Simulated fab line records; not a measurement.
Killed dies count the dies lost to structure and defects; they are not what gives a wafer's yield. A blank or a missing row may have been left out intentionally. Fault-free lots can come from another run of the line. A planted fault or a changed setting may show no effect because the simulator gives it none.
fab line records | flow ritCmos | part 1 of 2: steps 1 to 42 of 44
[record] lots = 7 | wafers = 21 | lastDay = 6
route steps=202 shown PLDD@116 SPACER@125 NSD@131 PSD@142 SDANNEAL@153 SILICIDE@161 M1@202
lots with no fault: from the same line, run without faults
startH: the number of hours between the record's first day and the start of the first shown wafer of the lot | waitH: hours elapsed since this lot's preceding step | " the same as in the row above | L1.1+2: one row covering several wafers at once | - no value present, or no start provided | * or withheld: withheld | < > ~ a bound
route shown NAME@n: a module of which the file shows steps, and the number in the route of the first | usual: average and standard deviation across the fault-free wafers | same: alike in all rows | chamber/n: place in a boat | sites: per-site readings | _std_site: standard deviation across them | _edge_site: mean of outer sites minus mean of inner sites | radiusMm: how far each site lies from the wafer's centre | mask NAME#n: copy n | behind: the most recent tool/chamber to have shaped the wafer | hold: why the lot went on hold/how many hours it stayed there/how the hold came to an end | device: whichever transistor did not switch (one of n, p or np) | end of line: the tests these same wafers got at the end of their route | where a step has no rows: the recipe by itself | killed: the dies lost at the first sort to structure and to defects; this is not the yield of the wafer | map: a wafer's dies, x killed, . not, _ none there
set.NAME: the setting as run; set.NAME@STEP: as run at that earlier step | model.NAME: the simulator's own value behind a step, which no gauge read
lots seen at some steps along the route; tables by step, rows by wafer
services: a tool's chamber out of use, with start hour (startH, from the record's first day; less than 0 if before it), hours out, and reason
[[steps]]
[step RIT_PLDD_SOFTBAKE_02]
[recipe] resist = NOVOLAK | tempC = 90 | timeS = 60
[step RIT_PLDD_EXPOSE_03]
[recipe] maskId = M8 | na = 0.57 | targetCdNm = 40900 | doseMj = 250
[step RIT_PLDD_PEB_04]
[recipe] resist = NOVOLAK | tempC = withheld | timeS = withheld
[step RIT_PLDD_DEVELOP_05]
[recipe] resist = NOVOLAK | developTimeS = 50 | devTempC = 23
[step RIT_PLDD_OVL_MEAS_06]
[usual] PLDD_OVL = 0.6/1.3
lot.wafer | tool       | chamber | startH | waitH | PLDD_OVL[nm]
L488.1    | overlay-01 | -       | 48.67  | -     | 3.3
L488.3    | "          | -       | "      | "     | 0.0
L488.4    | "          | -       | "      | "     | -0.4
L490.2    | overlay-02 | -       | 59.42  | -     | -0.1
L490.3    | "          | -       | "      | "     | 0.2
L490.4    | "          | -       | "      | "     | -1.1
L493.1    | overlay-01 | -       | 73.69  | -     | -1.3
L493.2    | "          | -       | "      | "     | -0.4
L493.5    | "          | -       | "      | "     | -1.3
L494.3    | overlay-01 | -       | 82.98  | -     | 2.7
L494.4    | "          | -       | "      | "     | 1.0
L494.6    | "          | -       | "      | "     | 1.3
L495.1    | overlay-01 | -       | 84.72  | -     | 1.6
L495.3    | "          | -       | "      | "     | -0.1
L495.4    | "          | -       | "      | "     | -0.1
L501.1    | overlay-02 | -       | 115.66 | -     | -0.7
L501.5    | "          | -       | "      | "     | 2.1
L501.6    | "          | -       | "      | "     | 0.1
L505.3    | overlay-01 | -       | 138.14 | -     | 0.2
L505.4    | "          | -       | "      | "     | 0.5
L505.5    | "          | -       | "      | "     | -0.7
[step RIT_PLDD_HARDBAKE_07]
[recipe] resist = NOVOLAK | tempC = 140 | timeS = 60
[step RIT_PLDD_IMPLANT_08]
[recipe] species = BF2 | energyKev = 20.28 | doseCm2 = 9e+14 | tiltDeg = 7
[step RIT_PLDD_STRIP_09]
[recipe] chemistry = O2 | timeS = 180 | resist = NOVOLAK | platenTempC = withheld | powerW = 500 | pressureMtorr = 4000 | o2FlowSccm = 4000
[usual] drypumpMotorCurrentA = 5.8/0.67
lot.wafer | tool           | chamber | startH | waitH | drypumpMotorCurrentA | rfHoursCounterH
L488.1    | plasmaAsher-03 | 0       | 49.01  | 0.1   | 6.2                  | 39
L488.3    | "              | 0       | "      | "     | 6.2                  | -
L488.4    | "              | 1       | "      | "     | 4.9                  | -
L490.2    | plasmaAsher-02 | 1       | 59.75  | 0.1   | 6.5                  | 25
L490.3    | "              | 1       | "      | "     | 6.6                  | -
L490.4    | "              | 0       | "      | "     | 6.2                  | -
L493.1    | plasmaAsher-03 | 1       | 74.03  | 0.1   | 4.9                  | 42
L493.2    | "              | 0       | "      | "     | 6.2                  | 42
L493.5    | "              | 0       | "      | "     | 6.2                  | -
L494.3    | plasmaAsher-02 | 0       | 83.36  | 0.1   | 6.2                  | -
L494.4    | "              | 1       | "      | "     | 6.6                  | -
L494.6    | "              | 1       | "      | "     | 6.6                  | -
L495.1    | plasmaAsher-03 | 1       | 85.06  | 0.1   | 4.9                  | 43
L495.3    | "              | 0       | "      | "     | 6.2                  | -
L495.4    | "              | 1       | "      | "     | 4.9                  | -
L501.1    | plasmaAsher-03 | 1       | 116.00 | 0.1   | 4.9                  | 46
L501.5    | "              | 0       | "      | "     | 6.2                  | -
L501.6    | "              | 1       | "      | "     | 4.9                  | -
L505.3    | plasmaAsher-03 | 0       | 138.53 | 0.1   | 6.2                  | -
L505.4    | "              | 1       | "      | "     | 4.9                  | -
L505.5    | "              | 0       | "      | "     | 6.2                  | -
[step RIT_PLDD_TW_MEAS_10]
[usual] PLDD_TW = 2393/16
lot.wafer | tool         | chamber | startH | waitH | PLDD_TW
L488.1    | filmMetro-03 | -       | 49.18  | 0.1   | 2372
L488.3    | "            | -       | "      | "     | 2383
L488.4    | "            | -       | "      | "     | 2363
L490.2    | filmMetro-02 | -       | 59.93  | 0.1   | 2387
L490.3    | "            | -       | "      | "     | 2399
L490.4    | "            | -       | "      | "     | 2378
L493.1    | filmMetro-04 | -       | 74.24  | 0.2   | 2392
L493.2    | "            | -       | "      | "     | 2403
L493.5    | "            | -       | "      | "     | 2395
L494.3    | filmMetro-04 | -       | 83.50  | 0.1   | 2404
L494.4    | "            | -       | "      | "     | 2404
L494.6    | "            | -       | "      | "     | 2417
L495.1    | filmMetro-04 | -       | 85.23  | 0.1   | 2395
L495.3    | "            | -       | "      | "     | 2413
L495.4    | "            | -       | "      | "     | 2395
L501.1    | filmMetro-03 | -       | 116.17 | 0.1   | 2383
L501.5    | "            | -       | "      | "     | 2389
L501.6    | "            | -       | "      | "     | 2389
L505.3    | filmMetro-03 | -       | 138.66 | 0.1   | 2376
L505.4    | "            | -       | "      | "     | 2371
L505.5    | "            | -       | "      | "     | 2385
[step RIT_SPACER_CLEAN_00]
[recipe] chemistry = SC1 | mix = 3:3:50 | timeS = 600 | tempC = 75
[step RIT_SPACER_CLEAN_01]
[recipe] chemistry = dHF | dilution = 50:1 | timeS = 30
[step RIT_SPACER_CLEAN_02]
[recipe] chemistry = SC2 | mix = 3:3:50 | timeS = 600 | tempC = 75 | dry = n2Spin
[step RIT_SPACER_CVD_03]
[recipe] material = Si3N4 | targetThkNm = 250 | tempC = 810 | precursor = SiH2Cl2/NH3 | timeS = 3300 | pressureMtorr = 300 | sih2cl2FlowSccm = 60 | nh3FlowSccm = 150
[usual] nh3FlowSccm = 150.1/0.49 | spikeTcCentreC = 812.3/1.1
lot.wafer | tool     | chamber | startH | waitH | nh3FlowSccm | spikeTcCentreC | model.Si3N4_of_SPACER_CVD_03.thkNm
L488.1    | lpcvd-01 | 1       | 50.13  | 0.5   | 150.0       | 809.1          | 248.4
L488.3    | "        | 1       | "      | "     | 149.4       | 812.4          | 250.1
L488.4    | "        | 1       | "      | "     | 150.7       | 814.8          | 250.3
L490.2    | lpcvd-01 | 0       | 60.56  | 0.0   | 150.2       | 813.5          | 254
L490.3    | "        | 0       | "      | "     | 150.2       | 814.3          | 255.2
L490.4    | "        | 0       | "      | "     | 149.9       | 814.7          | 254.4
L493.1    | lpcvd-01 | 1       | 75.10  | 0.0   | 180.6       | 813.4          | 286.7
L493.2    | "        | 1       | "      | "     | 180.6       | 812.1          | 287.1
L493.5    | "        | 1       | "      | "     | 180.6       | 812.5          | 285.3
L494.3    | lpcvd-01 | 0       | 84.12  | 0.0   | 179.8       | 812.7          | 281.4
L494.4    | "        | 0       | "      | "     | 179.7       | 812.8          | 284.2
L494.6    | "        | 0       | "      | "     | 179.5       | 812.2          | 283
L495.1    | lpcvd-01 | 0       | 86.03  | 0.3   | 179.9       | 812.1          | 286.8
L495.3    | "        | 0       | "      | "     | 180.1       | 811.8          | 286
L495.4    | "        | 0       | "      | "     | 179.7       | 812.7          | 286.8
L501.1    | lpcvd-02 | 1       | 116.77 | 0.0   | 150.3       | 811.4          | 248.9
L501.5    | "        | 1       | "      | "     | 149.7       | 812.0          | 247.3
L501.6    | "        | 1       | "      | "     | 150.4       | 811.3          | 250
L505.3    | lpcvd-02 | 1       | 139.21 | 0.1   | 150.8       | 810.6          | 252.2
L505.4    | "        | 1       | "      | "     | 151.7       | 810.6          | 249.8
L505.5    | "        | 1       | "      | "     | 149.9       | 812.4          | 251.1
[step RIT_SPACER_THK_MEAS_04]
[recipe] reads = Si3N4_of_SPACER_CVD_03
[usual] SPACER_NITRIDE_THK = 250.3/2.4
lot.wafer | tool         | chamber | startH | waitH | SPACER_NITRIDE_THK[nm]
L488.1    | filmMetro-03 | -       | 52.05  | 0.0   | 248.4
L488.3    | "            | -       | "      | "     | 250.1
L488.4    | "            | -       | "      | "     | 250.3
L490.2    | filmMetro-01 | -       | 62.48  | 0.0   | 254.1
L490.3    | "            | -       | "      | "     | 255.2
L490.4    | "            | -       | "      | "     | 254.3
L493.1    | filmMetro-04 | -       | 77.98  | 0.0   | 286.9
L493.2    | "            | -       | "      | "     | 287.3
L493.5    | "            | -       | "      | "     | 285.4
L494.3    | filmMetro-03 | -       | 86.05  | 0.0   | 281.5
L494.4    | "            | -       | "      | "     | 284.2
L494.6    | "            | -       | "      | "     | 283.1
L495.1    | filmMetro-03 | -       | 87.95  | 0.0   | 286.9
L495.3    | "            | -       | "      | "     | 286.2
L495.4    | "            | -       | "      | "     | 286.8
L501.1    | filmMetro-01 | -       | 118.69 | 0.0   | 248.9
L501.5    | "            | -       | "      | "     | 247.3
L501.6    | "            | -       | "      | "     | 250.0
L505.3    | filmMetro-04 | -       | 141.15 | 0.0   | 252.1
L505.4    | "            | -       | "      | "     | 250.0
L505.5    | "            | -       | "      | "     | 251.0
[step RIT_SPACER_ETCHBACK_05]
[recipe] targetDepthA = 2500 | SF6_flow_sccm = 30 | CHF3_flow_sccm = 30 | target = Si3N4 | chemistry = SF6/CHF3 | pressureMtorr = 40 | rfW = 250 | timeS = 240 | stopOn = SiO2
[usual] CHF3_flow_sccm = 30.01/0.091 | drypumpMotorCurrentA = 5.8/0.68 | oesProductAu = 0.840/0.015 | throttleValvePct = 10.23/0.13
lot.wafer | tool       | chamber | startH | waitH | CHF3_flow_sccm | drypumpMotorCurrentA | oesProductAu | rfHoursCounterH | throttleValvePct | model.etch.depthNm
L488.1    | rieDiel-01 | 3       | 52.11  | 0.1   | 30.07          | 6.4                  | 0.860        | 22              | 10.15            | 248.4
L488.3    | "          | 0       | "      | "     | 29.94          | 5.1                  | 0.855        | 157             | 10.07            | 250.1
L488.4    | "          | 2       | "      | "     | 30.27          | 5.2                  | 0.818        | 18              | 10.34            | 250.3
L490.2    | rieDiel-01 | 3       | 62.53  | 0.0   | 29.99          | 6.4                  | 0.880        | 23              | 10.16            | 254
L490.3    | "          | 0       | "      | "     | 29.95          | 5.2                  | 0.872        | 158             | 10.09            | 255.2
L490.4    | "          | 2       | "      | "     | 30.02          | 5.2                  | 0.830        | 18              | 10.32            | 254.4
L493.1    | rieDiel-04 | 0       | 78.04  | 0.1   | 30.05          | 6.3                  | 0.907        | 136             | 10.22            | 286.7
L493.2    | "          | 2       | "      | "     | 29.96          | 5.4                  | 0.931        | 105             | 10.48            | 287.1
L493.5    | "          | 2       | "      | "     | 29.93          | 5.4                  | 0.923        | -               | 10.48            | 285.3
L494.3    | rieDiel-04 | 2       | 86.09  | 0.0   | 29.96          | 5.3                  | 0.921        | 105             | 10.50            | 281.4
L494.4    | "          | 1       | "      | "     | 30.12          | 4.7                  | 0.921        | 72              | 10.33            | 284.2
L494.6    | "          | 1       | "      | "     | 29.98          | 4.7                  | 0.925        | -               | 10.33            | 283
L495.1    | rieDiel-02 | 3       | 88.01  | 0.1   | 30.09          | 6.2                  | 0.919        | 22              | 10.28            | 286.8
L495.3    | "          | 2       | "      | "     | 29.94          | 5.6                  | 0.933        | 5               | 10.37            | 286
L495.4    | "          | 0       | "      | "     | 29.89          | 6.5                  | 0.928        | 35              | 10.13            | 286.8
L501.1    | rieDiel-01 | 2       | 118.75 | 0.1   | 30.02          | 5.2                  | 0.813        | 19              | 10.34            | 248.9
L501.5    | "          | 2       | "      | "     | 30.11          | 5.2                  | 0.815        | -               | 10.33            | 247.3
L501.6    | "          | 3       | "      | "     | 30.06          | 6.5                  | 0.861        | -               | 10.14            | 250
L505.3    | rieDiel-02 | 3       | 141.19 | 0.0   | 30.10          | 6.2                  | 0.838        | 23              | 10.26            | 252.2
L505.4    | "          | 0       | "      | "     | 29.87          | 6.5                  | 0.841        | 36              | 10.10            | 249.8
L505.5    | "          | 1       | "      | "     | 30.00          | 4.9                  | 0.855        | -               | 10.32            | 251.1
[step RIT_NSD_HMDS_00]
[recipe] primeTimeS = 60 | primeTempC = 140
[step RIT_NSD_COAT_01]
[recipe] resist = NOVOLAK | spinRpm = 3250 | resistThkNm = 1000
[step RIT_NSD_SOFTBAKE_02]
[recipe] resist = NOVOLAK | tempC = 90 | timeS = 61.69
[usual] plateSensorTCentreC = 90.969/0.011 | plateSensorTEdgeC = 91.022/0.01 | resistLineTempC = 23.03/0.11
lot.wafer | tool          | chamber | startH | waitH | plateSensorTCentreC | plateSensorTEdgeC | resistLineTempC
L488.1    | lithoTrack-01 | 0       | 52.56  | 0.1   | 90.961              | 91.016            | 22.99
L488.3    | "             | 0       | "      | "     | 90.965              | 91.012            | 23.05
L488.4    | "             | 0       | "      | "     | 90.958              | 91.013            | 22.98
L490.2    | lithoTrack-01 | 0       | 63.01  | 0.1   | 90.952              | 91.025            | 23.03
L490.3    | "             | 0       | "      | "     | 90.972              | 91.022            | 23.03
L490.4    | "             | 0       | "      | "     | 90.950              | 91.017            | 22.88
L493.1    | lithoTrack-01 | 0       | 78.49  | 0.1   | 90.945              | 91.010            | 23.03
L493.2    | "             | 0       | "      | "     | 90.978              | 91.014            | 23.04
L493.5    | "             | 0       | "      | "     | 90.962              | 91.016            | 23.03
L494.3    | lithoTrack-01 | 0       | 86.59  | 0.1   | 90.972              | 91.030            | 22.95
L494.4    | "             | 0       | "      | "     | 90.965              | 91.019            | 22.98
L494.6    | "             | 0       | "      | "     | 90.962              | 91.026            | 23.05
L495.1    | lithoTrack-03 | 0       | 88.46  | 0.1   | 90.973              | 91.037            | 23.17
L495.3    | "             | 0       | "      | "     | 90.962              | 91.038            | 23.15
L495.4    | "             | 0       | "      | "     | 90.966              | 91.026            | 23.06
L501.1    | lithoTrack-04 | 0       | 119.20 | 0.1   | 90.972              | 91.022            | 23.19
L501.5    | "             | 0       | "      | "     | 90.975              | 91.024            | 23.16
L501.6    | "             | 0       | "      | "     | 90.978              | 91.012            | 23.25
L505.3    | lithoTrack-03 | 0       | 141.69 | 0.1   | 90.960              | 91.028            | 23.12
L505.4    | "             | 0       | "      | "     | 90.944              | 91.020            | 22.92
L505.5    | "             | 0       | "      | "     | 90.971              | 91.024            | 22.93
[step RIT_NSD_EXPOSE_03]
[recipe] maskId = M9 | na = 0.57 | targetCdNm = 40700 | doseMj = 250
[step RIT_NSD_PEB_04]
[recipe] resist = NOVOLAK | tempC = withheld | timeS = withheld
[step RIT_NSD_DEVELOP_05]
[recipe] resist = NOVOLAK | developTimeS = 50 | devTempC = 23
[step RIT_NSD_OVL_MEAS_06]
[usual] NSD_OVL = 1.4/1.3
lot.wafer | tool       | chamber | startH | waitH | NSD_OVL[nm]
L488.1    | overlay-01 | -       | 53.23  | -     | -1.5
L488.3    | "          | -       | "      | "     | -1.5
L488.4    | "          | -       | "      | "     | 0.1
L490.2    | overlay-02 | -       | 63.54  | -     | 2.3
L490.3    | "          | -       | "      | "     | 0.7
L490.4    | "          | -       | "      | "     | 1.7
L493.1    | overlay-01 | -       | 79.04  | -     | 2.0
L493.2    | "          | -       | "      | "     | 2.2
L493.5    | "          | -       | "      | "     | 1.4
L494.3    | overlay-02 | -       | 87.27  | -     | 2.1
L494.4    | "          | -       | "      | "     | 2.0
L494.6    | "          | -       | "      | "     | 2.4
L495.1    | overlay-02 | -       | 89.01  | -     | 4.6
L495.3    | "          | -       | "      | "     | 4.3
L495.4    | "          | -       | "      | "     | 3.3
L501.1    | overlay-01 | -       | 119.93 | -     | -0.4
L501.5    | "          | -       | "      | "     | 0.8
L501.6    | "          | -       | "      | "     | 2.9
L505.3    | overlay-02 | -       | 142.20 | -     | 2.0
L505.4    | "          | -       | "      | "     | 2.2
L505.5    | "          | -       | "      | "     | 3.0
[step RIT_NSD_HARDBAKE_07]
[recipe] resist = NOVOLAK | tempC = 140 | timeS = 60
[step RIT_NSD_IMPLANT_08]
[recipe] species = P | energyKev = 25 | doseCm2 = 1e+15 | tiltDeg = 7
[step RIT_NSD_STRIP_09]
[recipe] chemistry = O2 | timeS = 180 | resist = NOVOLAK | platenTempC = withheld | powerW = 500 | pressureMtorr = 4000 | o2FlowSccm = 4000
[usual] drypumpMotorCurrentA = 6.2/0.53
lot.wafer | tool           | chamber | startH | waitH | drypumpMotorCurrentA | rfHoursCounterH
L488.1    | plasmaAsher-02 | 0       | 53.57  | 0.1   | 6.1                  | 24
L488.3    | "              | 1       | "      | "     | 6.6                  | -
L488.4    | "              | 0       | "      | "     | 6.2                  | -
L490.2    | plasmaAsher-02 | 0       | 63.87  | 0.1   | 6.1                  | 26
L490.3    | "              | 1       | "      | "     | 6.6                  | -
L490.4    | "              | 0       | "      | "     | 6.1                  | -
L493.1    | plasmaAsher-04 | 1       | 79.37  | 0.1   | 5.1                  | 47
L493.2    | "              | 0       | "      | "     | 6.3                  | 47
L493.5    | "              | 0       | "      | "     | 6.3                  | -
L494.3    | plasmaAsher-02 | 0       | 87.65  | 0.1   | 6.2                  | -
L494.4    | "              | 1       | "      | "     | 6.6                  | -
L494.6    | "              | 0       | "      | "     | 6.1                  | -
L495.1    | plasmaAsher-01 | 1       | 89.35  | 0.1   | 5.6                  | 45
L495.3    | "              | 0       | "      | "     | 6.8                  | -
L495.4    | "              | 1       | "      | "     | 5.6                  | -
L501.1    | plasmaAsher-01 | 1       | 120.26 | 0.1   | 5.7                  | 48
L501.5    | "              | 1       | "      | "     | 5.6                  | -
L501.6    | "              | 0       | "      | "     | 6.8                  | -
L505.3    | plasmaAsher-01 | 1       | 142.58 | 0.1   | 5.6                  | -
L505.4    | "              | 0       | "      | "     | 6.8                  | -
L505.5    | "              | 1       | "      | "     | 5.6                  | -
[step RIT_NSD_TW_MEAS_10]
[usual] NSD_TW = 3166/20
lot.wafer | tool         | chamber | startH | waitH | NSD_TW
L488.1    | filmMetro-02 | -       | 53.74  | 0.1   | 3145
L488.3    | "            | -       | "      | "     | 3160
L488.4    | "            | -       | "      | "     | 3178
L490.2    | filmMetro-04 | -       | 64.05  | 0.1   | 3192
L490.3    | "            | -       | "      | "     | 3215
L490.4    | "            | -       | "      | "     | 3177
L493.1    | filmMetro-04 | -       | 79.55  | 0.1   | 3182
L493.2    | "            | -       | "      | "     | 3187
L493.5    | "            | -       | "      | "     | 3192
L494.3    | filmMetro-04 | -       | 87.79  | 0.1   | 3200
L494.4    | "            | -       | "      | "     | 3184
L494.6    | "            | -       | "      | "     | 3167
L495.1    | filmMetro-03 | -       | 89.52  | 0.1   | 3140
L495.3    | "            | -       | "      | "     | 3139
L495.4    | "            | -       | "      | "     | 3141
L501.1    | filmMetro-03 | -       | 120.44 | 0.1   | 3162
L501.5    | "            | -       | "      | "     | 3145
L501.6    | "            | -       | "      | "     | 3140
L505.3    | filmMetro-02 | -       | 142.72 | 0.1   | 3170
L505.4    | "            | -       | "      | "     | 3178
L505.5    | "            | -       | "      | "     | 3173
[step RIT_PSD_HMDS_00]
[recipe] primeTimeS = 60 | primeTempC = 140
[step RIT_PSD_COAT_01]
[recipe] resist = NOVOLAK | spinRpm = 3250 | resistThkNm = 1000
[step RIT_PSD_SOFTBAKE_02]
[recipe] resist = NOVOLAK | tempC = 90 | timeS = 60
[step RIT_PSD_EXPOSE_03]
[recipe] maskId = M10 | na = 0.57 | targetCdNm = 40900 | doseMj = 250
[step RIT_PSD_PEB_04]
[recipe] resist = NOVOLAK | tempC = withheld | timeS = withheld
[step RIT_PSD_DEVELOP_05]
[recipe] resist = NOVOLAK | developTimeS = 50 | devTempC = 23
[step RIT_PSD_OVL_MEAS_06]
[usual] PSD_OVL = -0.4/1.4
lot.wafer | tool       | chamber | startH | waitH | PSD_OVL[nm]
L488.1    | overlay-02 | -       | 54.65  | -     | -0.2
L488.3    | "          | -       | "      | "     | -0.6
L488.4    | "          | -       | "      | "     | -1.4
L490.2    | overlay-02 | -       | 65.09  | -     | -1.1
L490.3    | "          | -       | "      | "     | -0.4
L490.4    | "          | -       | "      | "     | -1.9
L493.1    | overlay-02 | -       | 80.53  | -     | 3.2
L493.2    | "          | -       | "      | "     | 1.0
L493.5    | "          | -       | "      | "     | 0.9
L494.3    | overlay-01 | -       | 88.82  | -     | -2.4
L494.4    | "          | -       | "      | "     | -1.4
L494.6    | "          | -       | "      | "     | -1.5
L495.1    | overlay-01 | -       | 90.43  | -     | -2.9
L495.3    | "          | -       | "      | "     | -2.9
L495.4    | "          | -       | "      | "     | -1.2
L501.1    | overlay-02 | -       | 121.47 | -     | -1.3
L501.5    | "          | -       | "      | "     | -0.2
L501.6    | "          | -       | "      | "     | -0.9
L505.3    | overlay-01 | -       | 143.75 | -     | 1.7
L505.4    | "          | -       | "      | "     | -0.3
L505.5    | "          | -       | "      | "     | 0.1
[step RIT_PSD_HARDBAKE_07]
[recipe] resist = NOVOLAK | tempC = 140 | timeS = 60
[step RIT_PSD_IMPLANT_08]
[recipe] species = BF2 | energyKev = 27.4 | doseCm2 = 5e+15 | tiltDeg = 7
[step RIT_PSD_STRIP_09]
[recipe] chemistry = O2 | timeS = 180 | resist = NOVOLAK | platenTempC = withheld | powerW = 500 | pressureMtorr = 4000 | o2FlowSccm = 4000
[usual] drypumpMotorCurrentA = 5.9/0.66
lot.wafer | tool           | chamber | startH | waitH | drypumpMotorCurrentA | rfHoursCounterH
L488.1    | plasmaAsher-03 | 0       | 54.99  | 0.1   | 6.2                  | 39
L488.3    | "              | 0       | "      | "     | 6.2                  | -
L488.4    | "              | 1       | "      | "     | 4.9                  | -
L490.2    | plasmaAsher-03 | 0       | 65.42  | 0.1   | 6.2                  | 40
L490.3    | "              | 0       | "      | "     | 6.2                  | -
L490.4    | "              | 1       | "      | "     | 4.9                  | -
L493.1    | plasmaAsher-04 | 0       | 80.87  | 0.1   | 6.3                  | 47
L493.2    | "              | 1       | "      | "     | 5.2                  | 47
L493.5    | "              | 1       | "      | "     | 5.2                  | -
L494.3    | plasmaAsher-04 | 0       | 89.20  | 0.1   | 6.3                  | -
L494.4    | "              | 1       | "      | "     | 5.2                  | -
L494.6    | "              | 0       | "      | "     | 6.3                  | -
L495.1    | plasmaAsher-03 | 1       | 90.77  | 0.1   | 4.9                  | 43
L495.3    | "              | 1       | "      | "     | 4.9                  | -
L495.4    | "              | 0       | "      | "     | 6.2                  | -
L501.1    | plasmaAsher-01 | 0       | 121.81 | 0.1   | 6.8                  | 48
L501.5    | "              | 1       | "      | "     | 5.6                  | -
L501.6    | "              | 0       | "      | "     | 6.8                  | -
L505.3    | plasmaAsher-01 | 1       | 144.13 | 0.1   | 5.6                  | -
L505.4    | "              | 0       | "      | "     | 6.8                  | -
L505.5    | "              | 1       | "      | "     | 5.6                  | -
[step RIT_PSD_TW_MEAS_10]
[usual] PSD_TW = 3494/21
lot.wafer | tool         | chamber | startH | waitH | PSD_TW
L488.1    | filmMetro-04 | -       | 55.17  | 0.1   | 3511
L488.3    | "            | -       | "      | "     | 3515
L488.4    | "            | -       | "      | "     | 3500
L490.2    | filmMetro-03 | -       | 65.60  | 0.1   | 3465
L490.3    | "            | -       | "      | "     | 3468
L490.4    | "            | -       | "      | "     | 3460
L493.1    | filmMetro-03 | -       | 81.04  | 0.1   | 3491
L493.2    | "            | -       | "      | "     | 3463
L493.5    | "            | -       | "      | "     | 3450
L494.3    | filmMetro-04 | -       | 89.34  | 0.1   | 3521
L494.4    | "            | -       | "      | "     | 3525
L494.6    | "            | -       | "      | "     | 3531
L495.1    | filmMetro-03 | -       | 90.94  | 0.1   | 3474
L495.3    | "            | -       | "      | "     | 3488
L495.4    | "            | -       | "      | "     | 3477
L501.1    | filmMetro-04 | -       | 121.98 | 0.1   | 3515
L501.5    | "            | -       | "      | "     | 3503
L501.6    | "            | -       | "      | "     | 3502
L505.3    | filmMetro-02 | -       | 144.26 | 0.1   | 3491
L505.4    | "            | -       | "      | "     | 3496
L505.5    | "            | -       | "      | "     | 3497
[step RIT_SDANNEAL_CLEAN_00]
[recipe] chemistry = SC1 | mix = 3:3:50 | timeS = 600 | tempC = 75
[step RIT_SDANNEAL_CLEAN_01]
[recipe] chemistry = dHF | dilution = 50:1 | timeS = 30
[step RIT_SDANNEAL_CLEAN_02]
[recipe] chemistry = SC2 | mix = 3:3:50 | timeS = 600 | tempC = 75 | dry = n2Spin
[step RIT_SDANNEAL_RTA_03]
[recipe] tempC = 1050 | timeS = 5 | idleTempC = 600 | rampUpCPerS = 342 | rampDownCPerS = 171 | coolToC = 600 | ambient = N2
[usual] wafer_temp_C_max = 1053.6/1.3
lot.wafer | tool         | chamber | startH | waitH | wafer_temp_C_max
L488.1    | rtpAnneal-01 | 0       | 55.80  | 0.0   | 1054.1
L488.3    | "            | 0       | "      | "     | 1053.5
L488.4    | "            | 0       | "      | "     | 1053.9
L490.2    | rtpAnneal-01 | 0       | 66.03  | 0.0   | 1052.3
L490.3    | "            | 0       | "      | "     | 1052.9
L490.4    | "            | 0       | "      | "     | 1052.8
L493.1    | rtpAnneal-02 | 0       | 81.47  | 0.0   | 1056.9
L493.2    | "            | 0       | "      | "     | 1055.0
L493.5    | "            | 0       | "      | "     | 1054.9
L494.3    | rtpAnneal-01 | 0       | 90.18  | 0.0   | 1055.5
L494.4    | "            | 0       | "      | "     | 1053.8
L494.6    | "            | 0       | "      | "     | 1053.9
L495.1    | rtpAnneal-02 | 0       | 91.54  | 0.0   | 1053.1
L495.3    | "            | 0       | "      | "     | 1053.3
L495.4    | "            | 0       | "      | "     | 1054.2
L501.1    | rtpAnneal-02 | 0       | 122.59 | 0.0   | 1051.9
L501.5    | "            | 0       | "      | "     | 1052.9
L501.6    | "            | 0       | "      | "     | 1052.6
L505.3    | rtpAnneal-02 | 0       | 144.69 | 0.0   | 1053.9
L505.4    | "            | 0       | "      | "     | 1052.9
L505.5    | "            | 0       | "      | "     | 1052.9
[step RIT_SDANNEAL_RS_MEAS_04]
[recipe] thkMeasGauge = four-point-probe
[usual] PSD_RS = 115.08/0.29
lot.wafer | tool         | chamber | startH | waitH | PSD_RS[ohm/sq]
L488.1    | filmMetro-03 | -       | 55.86  | 0.0   | 114.98
L488.3    | "            | -       | "      | "     | 115.24
L488.4    | "            | -       | "      | "     | 115.18
L490.2    | filmMetro-04 | -       | 66.10  | 0.1   | 115.56
L490.3    | "            | -       | "      | "     | 115.29
L490.4    | "            | -       | "      | "     | 115.09
L493.1    | filmMetro-03 | -       | 81.53  | 0.0   | 114.81
L493.2    | "            | -       | "      | "     | 114.39
L493.5    | "            | -       | "      | "     | 114.93
L494.3    | filmMetro-04 | -       | 90.26  | 0.1   | 115.15
L494.4    | "            | -       | "      | "     | 115.03
L494.6    | "            | -       | "      | "     | 115.19
L495.1    | filmMetro-04 | -       | 91.60  | 0.0   | 115.02
L495.3    | "            | -       | "      | "     | 115.38
L495.4    | "            | -       | "      | "     | 115.00
L501.1    | filmMetro-03 | -       | 122.65 | 0.0   | 115.59
L501.5    | "            | -       | "      | "     | 115.40
L501.6    | "            | -       | "      | "     | 115.70
L505.3    | filmMetro-03 | -       | 144.77 | 0.1   | 115.26
L505.4    | "            | -       | "      | "     | 115.10
L505.5    | "            | -       | "      | "     | 115.33
[[key]]
[firstSign] step = RIT_SPACER_CVD_03 | reading = nh3FlowSccm | direction = up | sigmas = 61 | usual = 150.1 | struck = 180.1
[effect] step = RIT_SPACER_THK_MEAS_04 | reading = SPACER_NITRIDE_THK | direction = up | sigmas = 14 | usual = 250.3 | struck = 285.4
[effect] step = RIT_SPACER_ETCHBACK_05 | reading = oesProductAu | direction = up | sigmas = 5.5 | usual = 0.840 | struck = 0.923
[modelEffect] step = RIT_SPACER_CVD_03 | value = Si3N4_of_SPACER_CVD_03.thkNm | without = 249.5 | struck = 285.3
[modelEffect] step = RIT_SPACER_ETCHBACK_05 | value = etch.depthNm | without = 249.5 | struck = 285.3
[modelEffect] step = RIT_SILICIDE_WET_ETCH_00 | value = Si3N4_of_SPACER_CVD_03.thkNm | without = 194.2 | struck = 222.1
[modelEffect] step = RIT_M1_PROBE_99 | value = etest.pplusSal.widthNm | without = 3426 | struck = 3358
metAt RIT_SPACER_CVD_03
struckWafers L493.1,L493.2,L493.5,L494.3,L494.4,L494.6,L495.1,L495.3,L495.4
testerLeftOut L493,L494,L495
onsetBetween 60.56 75.10
[fault] kind = processParameterDrift | tool = lpcvd-01 | chamber = - | onsetH = 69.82 | steps = RIT_SPACER_CVD_03 | channel = nh3FlowSccm | offset = 30 | shape = step | endH = 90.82 | actsIn = theseRecipesOnly | stated = 150
// testerLeftOut: of these lots the tester's yield and bins aren't shown, on N5 and GAA mostly nor the transistor test; their killed dies are dies lost to structure and defects alone, not to doping, threshold or leakage, so they don't give the yield
